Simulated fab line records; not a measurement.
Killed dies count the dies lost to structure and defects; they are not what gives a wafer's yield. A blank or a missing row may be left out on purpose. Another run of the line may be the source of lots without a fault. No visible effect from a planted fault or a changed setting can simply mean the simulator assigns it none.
fab line records ; flow berkeleyCmos170
[record] lots = 13; wafers = 39; lastDay = 11
route steps=331 shown SPACER@171
lots untouched by any fault: they come from a run of this same line in which no faults occurred
startH: hours from the record's first day to the start of the lot's first wafer shown ; waitH: hours elapsed since this lot's preceding step ; " repeats the value in the row above ; L1.1+2: several wafers, shown together as one row ; - value missing, or start not given ; * or withheld: withheld ; < > ~ a bound
route shown NAME@n: names a module that has steps shown in the file, with the first one's number in the route ; usual: mean/standard deviation taken from wafers without a fault ; same: alike in all rows ; chamber/n: place in a boat ; sites: each site's reading ; _std_site: standard deviation across them ; _edge_site: the outer-site mean with the inner-site mean subtracted ; radiusMm: for every site, how far away it sits from the centre of the wafer ; mask NAME#n: copy n ; behind: the last tool/chamber to shape the wafer ; hold: reason for holding the lot/hours on hold/outcome of the hold ; device: transistor that didn't switch, given as n, p or np ; end of line: the tests these same wafers got at the end of their route ; where a step has no rows: the recipe by itself ; killed: not the wafer's yield, but the dies lost to structure and defects at the first sort ; map: shows each die of a wafer: x if killed, . if not, _ if none is there
set.NAME: the setting the step ran with; set.NAME@STEP: the setting that earlier step ran with ; model.NAME: the simulator's own value behind a step, which no gauge read
one table for each step of the route and one row for each wafer, over a sample of lots
services: when a tool's chamber went out of use (startH, in hours from the record's first day, below 0 if earlier), for how many hours, and the reason
[[steps]]
[step UCB170_SPACER_CVD_00]
[recipe] material = SiO2; targetThkNm = 376; tempC = 390; precursor = TEOS/O2; timeS = 47; rfW = 550; pressureMtorr = 9000
[usual] heaterPowerW = 264/42; pressureMtorr = 8999/18; rfFwdPowerW = 544.8/2.1
lot.wafer;tool;chamber;startH;waitH;heaterPowerW;pressureMtorr;rfFwdPowerW
L905.1;pecvd-02;0;140.14;0.0;242;9013;547.5
L905.3;pecvd-02;2;140.14;0.0;217;8992;548.0
L905.6;pecvd-02;2;140.14;0.0;239;9033;545.9
L903.1;pecvd-03;2;141.19;0.0;264;9000;546.0
L903.2;pecvd-03;1;141.19;0.0;302;8985;544.6
L903.5;pecvd-03;0;141.19;0.0;244;8995;542.1
L904.2;pecvd-02;1;141.77;0.0;243;9000;543.8
L904.3;pecvd-02;2;141.77;0.0;211;8978;544.2
L904.4;pecvd-02;0;141.77;0.0;255;8987;545.4
L906.1;pecvd-03;1;144.57;0.0;290;9002;548.1
L906.3;pecvd-03;0;144.57;0.0;231;8975;546.6
L906.4;pecvd-03;0;144.57;0.0;235;8964;544.8
L907.1;pecvd-03;2;155.77;0.0;215;8974;544.8
L907.2;pecvd-03;0;155.77;0.0;289;9003;542.3
L907.4;pecvd-03;0;155.77;0.0;191;8995;541.8
L910.2;pecvd-01;1;156.90;0.0;226;9026;544.2
L910.4;pecvd-01;0;156.90;0.0;231;9014;545.9
L910.6;pecvd-01;2;156.90;0.0;360;9013;547.9
L912.2;pecvd-02;2;180.90;0.0;251;9017;550.8
L912.4;pecvd-02;2;180.90;0.0;265;9026;547.8
L912.6;pecvd-02;0;180.90;0.0;209;8970;547.1
L914.1;pecvd-02;2;181.62;0.0;245;8996;545.4
L914.4;pecvd-02;0;181.62;0.0;260;9004;548.9
L914.5;pecvd-02;2;181.62;0.0;250;9013;543.3
L915.1;pecvd-03;0;182.25;0.0;260;9003;542.9
L915.4;pecvd-03;1;182.25;0.0;275;8998;543.9
L915.6;pecvd-03;0;182.25;0.0;268;9015;544.1
L917.2;pecvd-03;1;194.08;0.0;297;9015;545.0
L917.3;pecvd-03;0;194.08;0.0;258;8996;540.2
L917.5;pecvd-03;2;194.08;0.0;282;8991;542.6
L916.1;pecvd-01;1;194.63;0.0;264;9031;545.0
L916.2;pecvd-01;2;194.63;0.0;346;8989;544.1
L916.4;pecvd-01;1;194.63;0.0;264;8999;544.1
L924.1;pecvd-03;0;230.44;0.0;265;9008;541.5
L924.2;pecvd-03;2;230.44;0.0;272;8979;542.6
L924.4;pecvd-03;1;230.44;0.0;308;9005;544.9
L926.3;pecvd-02;2;236.67;0.0;233;9009;546.7
L926.4;pecvd-02;1;236.67;0.0;256;9004;543.9
L926.6;pecvd-02;0;236.67;0.0;170;8997;545.8
[step UCB170_SPACER_THK_MEAS_01]
[recipe] reads = SiO2_of_SPACER_CVD_00
[usual] SPACER_TEOS_THK = 375/4.4
lot.wafer;tool;chamber;startH;waitH;hold;SPACER_TEOS_THK[nm]
L905.1;filmMetro-04;-;140.19;0.0;-;372
L905.3;filmMetro-04;-;140.19;0.0;-;368
L905.6;filmMetro-04;-;140.19;0.0;-;379
L903.1;filmMetro-03;-;141.23;0.0;-;373
L903.2;filmMetro-03;-;141.23;0.0;-;370
L903.5;filmMetro-03;-;141.23;0.0;-;376
L904.2;filmMetro-01;-;141.82;0.0;-;384
L904.3;filmMetro-01;-;141.82;0.0;-;375
L904.4;filmMetro-01;-;141.82;0.0;-;381
L906.1;filmMetro-01;-;144.62;0.0;-;369
L906.3;filmMetro-01;-;144.62;0.0;-;371
L906.4;filmMetro-01;-;144.62;0.0;-;377
L907.1;filmMetro-03;-;155.81;0.0;-;379
L907.2;filmMetro-03;-;155.81;0.0;-;379
L907.4;filmMetro-03;-;155.81;0.0;-;384
L910.2;filmMetro-01;-;156.96;0.0;-;374
L910.4;filmMetro-01;-;156.96;0.0;-;379
L910.6;filmMetro-01;-;156.96;0.0;-;380
L912.2;filmMetro-01;-;180.95;0.0;-;367
L912.4;filmMetro-01;-;180.95;0.0;-;374
L912.6;filmMetro-01;-;180.95;0.0;-;373
L914.1;filmMetro-04;-;181.67;0.0;-;373
L914.4;filmMetro-04;-;181.67;0.0;-;383
L914.5;filmMetro-04;-;181.67;0.0;-;377
L915.1;filmMetro-04;-;182.29;0.0;-;372
L915.4;filmMetro-04;-;182.29;0.0;-;375
L915.6;filmMetro-04;-;182.29;0.0;-;372
L917.2;filmMetro-04;-;194.13;0.0;-;371
L917.3;filmMetro-04;-;194.13;0.0;-;374
L917.5;filmMetro-04;-;194.13;0.0;-;379
L916.1;filmMetro-01;-;194.67;0.0;-;372
L916.2;filmMetro-01;-;194.67;0.0;-;373
L916.4;filmMetro-01;-;194.67;0.0;-;379
L924.1;filmMetro-01;-;230.49;0.0;awaitDispo/0.2h/release;241
L924.2;filmMetro-01;-;230.49;0.0;awaitDispo/0.2h/release;375
L924.4;filmMetro-01;-;230.49;0.0;awaitDispo/0.2h/release;377
L924.1;filmMetro-01;-;230.71;0.2;-;241
L924.2;filmMetro-01;-;230.71;0.2;-;375
L924.4;filmMetro-01;-;230.71;0.2;-;377
L926.3;filmMetro-04;-;236.73;0.0;-;369
L926.4;filmMetro-04;-;236.73;0.0;-;377
L926.6;filmMetro-04;-;236.73;0.0;-;378
[step UCB170_SPACER_ETCHBACK_03]
[recipe] stopOn = Si; target = SiO2; chemistry = CHF3/CF4/Ar; CHF3_flow_sccm = 50; cf4FlowSccm = 10; Ar_flow_sccm = 120; pressureMtorr = 200; rfW = 500; targetDepthA = 3760; timeS = 100
[usual] CHF3_flow_sccm = 50.01/0.15; drypumpMotorCurrentA = 5.5/0.38; oesProductAu = 0.905/0.014; rfFwdPowerW = 496.9/1.6; throttleValvePct = 6.42/0.1
lot.wafer;tool;chamber;startH;waitH;CHF3_flow_sccm;drypumpMotorCurrentA;oesProductAu;rfFwdPowerW;rfHoursCounterH;throttleValvePct
L903.1;rieDiel-03;2;144.20;0.0;49.82;6.2;0.900;498.6;78;6.35
L903.2;rieDiel-03;0;144.20;0.0;49.72;5.8;0.890;497.6;12;6.38
L903.5;rieDiel-03;3;144.20;0.0;50.09;5.6;0.904;497.1;-;6.29
L904.2;rieDiel-01;3;144.20;0.0;50.01;6.0;0.901;500.9;4;6.28
L904.3;rieDiel-01;2;144.20;0.0;49.91;5.1;0.918;496.3;155;6.58
L904.4;rieDiel-01;0;144.20;0.0;49.77;5.6;0.915;496.9;137;6.46
L905.1;rieDiel-04;0;144.20;0.0;50.09;5.4;0.894;496.7;3;6.59
L905.3;rieDiel-04;1;144.20;0.0;50.25;5.4;0.898;497.5;15;6.42
L905.6;rieDiel-04;1;144.20;0.0;50.25;5.4;0.928;498.6;-;6.41
L906.1;rieDiel-04;0;148.05;0.0;50.12;5.4;0.888;496.2;4;6.57
L906.3;rieDiel-04;2;148.05;0.0;50.39;5.7;0.911;497.1;50;6.45
L906.4;rieDiel-04;2;148.05;0.0;50.23;5.7;0.926;495.4;-;6.45
L907.1;rieDiel-03;2;160.10;0.0;49.90;6.3;0.910;499.0;79;6.34
L907.2;rieDiel-03;1;160.10;0.0;49.93;5.4;0.930;495.2;9;6.56
L907.4;rieDiel-03;3;160.10;0.0;50.13;5.6;0.922;498.5;7;6.28
L910.2;rieDiel-04;1;160.17;0.1;49.93;5.3;0.918;495.2;16;6.42
L910.4;rieDiel-04;0;160.17;0.1;49.87;5.4;0.909;495.9;4;6.57
L910.6;rieDiel-04;0;160.17;0.1;49.67;5.4;0.912;497.9;-;6.58
L912.2;rieDiel-01;0;184.98;0.0;49.93;5.6;0.886;498.7;139;6.47
L912.4;rieDiel-01;2;184.98;0.0;50.13;5.1;0.903;496.1;1;6.58
L912.6;rieDiel-01;3;184.98;0.0;49.89;6.1;0.885;498.0;-;6.27
L914.1;rieDiel-04;2;184.98;0.0;50.07;5.7;0.919;495.8;52;6.45
L914.4;rieDiel-04;1;184.98;0.0;49.96;5.4;0.919;497.6;17;6.42
L914.5;rieDiel-04;1;184.98;0.0;49.97;5.4;0.927;497.0;-;6.39
L915.1;rieDiel-01;0;185.05;0.1;50.17;5.6;0.897;499.5;139;6.45
L915.4;rieDiel-01;3;185.05;0.1;49.54;6.0;0.891;497.7;7;6.28
L915.6;rieDiel-01;0;185.05;0.1;50.08;5.6;0.897;497.2;-;6.45
L916.1;rieDiel-04;2;199.32;0.0;49.75;5.7;0.920;495.5;52;6.45
L916.2;rieDiel-04;1;199.32;0.0;50.22;5.4;0.911;494.4;18;6.42
L916.4;rieDiel-04;0;199.32;0.0;49.92;5.4;0.911;495.6;7;6.60
L917.2;rieDiel-03;1;199.32;0.0;50.19;5.4;0.915;498.0;10;6.57
L917.3;rieDiel-03;2;199.32;0.0;49.98;6.2;0.906;497.8;79;6.34
L917.5;rieDiel-03;0;199.32;0.0;49.80;5.8;0.906;497.4;-;6.40
L924.1;rieDiel-04;3;236.57;0.0;49.82;4.8;0.652;494.8;32;6.40
L924.2;rieDiel-04;0;236.57;0.0;50.06;5.4;0.900;496.2;9;6.60
L924.4;rieDiel-04;2;236.57;0.0;50.14;5.7;0.922;495.8;54;6.45
L926.3;rieDiel-04;0;240.20;0.0;50.06;5.4;0.899;495.1;9;6.56
L926.4;rieDiel-04;1;240.20;0.0;50.29;5.4;0.917;495.5;21;6.39
L926.6;rieDiel-04;1;240.20;0.0;50.26;5.4;0.929;497.5;-;6.42
[[services]]
tool;chamber;startH;hours;kind
pecvd-03;-;126.82;0.6;repair
pecvd-02;0;132.09;4.7;repair
pecvd-01;-;135.50;14.0;pm
pecvd-01;0;135.50;14.0;ventCycle
pecvd-01;1;135.50;14.0;ventCycle
pecvd-01;2;135.50;14.0;ventCycle
rieDiel-04;3;136.74;13.7;repair
pecvd-01;0;149.50;-;clean
pecvd-01;1;149.50;-;clean
rieDiel-01;2;151.58;-;clean
rieDiel-01;2;151.58;19.2;scheduledDown
rieDiel-01;2;151.58;19.2;ventCycle
pecvd-02;-;156.74;0.6;repair
rieDiel-03;-;164.12;2.8;pm
rieDiel-01;0;164.97;5.3;repair
rieDiel-03;2;175.44;14.5;repair
pecvd-01;-;189.23;0.2;repair
pecvd-03;2;196.88;12.4;repair
rieDiel-01;-;198.35;0.2;repair
pecvd-01;-;205.80;6.0;repair
pecvd-02;-;212.55;2.8;pm
rieDiel-01;0;239.21;-;clean
rieDiel-01;0;239.21;20.1;scheduledDown
rieDiel-01;0;239.21;20.1;ventCycle
[[key]]
[firstSign] step = UCB170_SPACER_THK_MEAS_01; reading = visit; direction = added
[effect] step = UCB170_SPACER_THK_MEAS_01; reading = SPACER_TEOS_THK; direction = down; sigmas = 30; usual = 375; struck = 241
[effect] step = UCB170_SPACER_ETCHBACK_03; reading = oesProductAu; direction = down; sigmas = 18; usual = 0.905; struck = 0.652
metAt UCB170_SPACER_CVD_00
struckLots L924
struckWafers L924.1
testerLeftOut L924
onsetBetween 194.08 230.44
[fault] kind = processParameterDrift; tool = pecvd-03; chamber = 0; onsetH = 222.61; steps = UCB170_SPACER_CVD_00; channel = targetThkNm; offset = -132.8; shape = step; endH = 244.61; actsIn = theseRecipesOnly; stated = 376
// testerLeftOut: of these lots the tester's yield and bins aren't shown, on N5 and GAA mostly nor the transistor test; their killed dies are dies lost to structure and defects alone, not to doping, threshold or leakage, so they don't give the yield
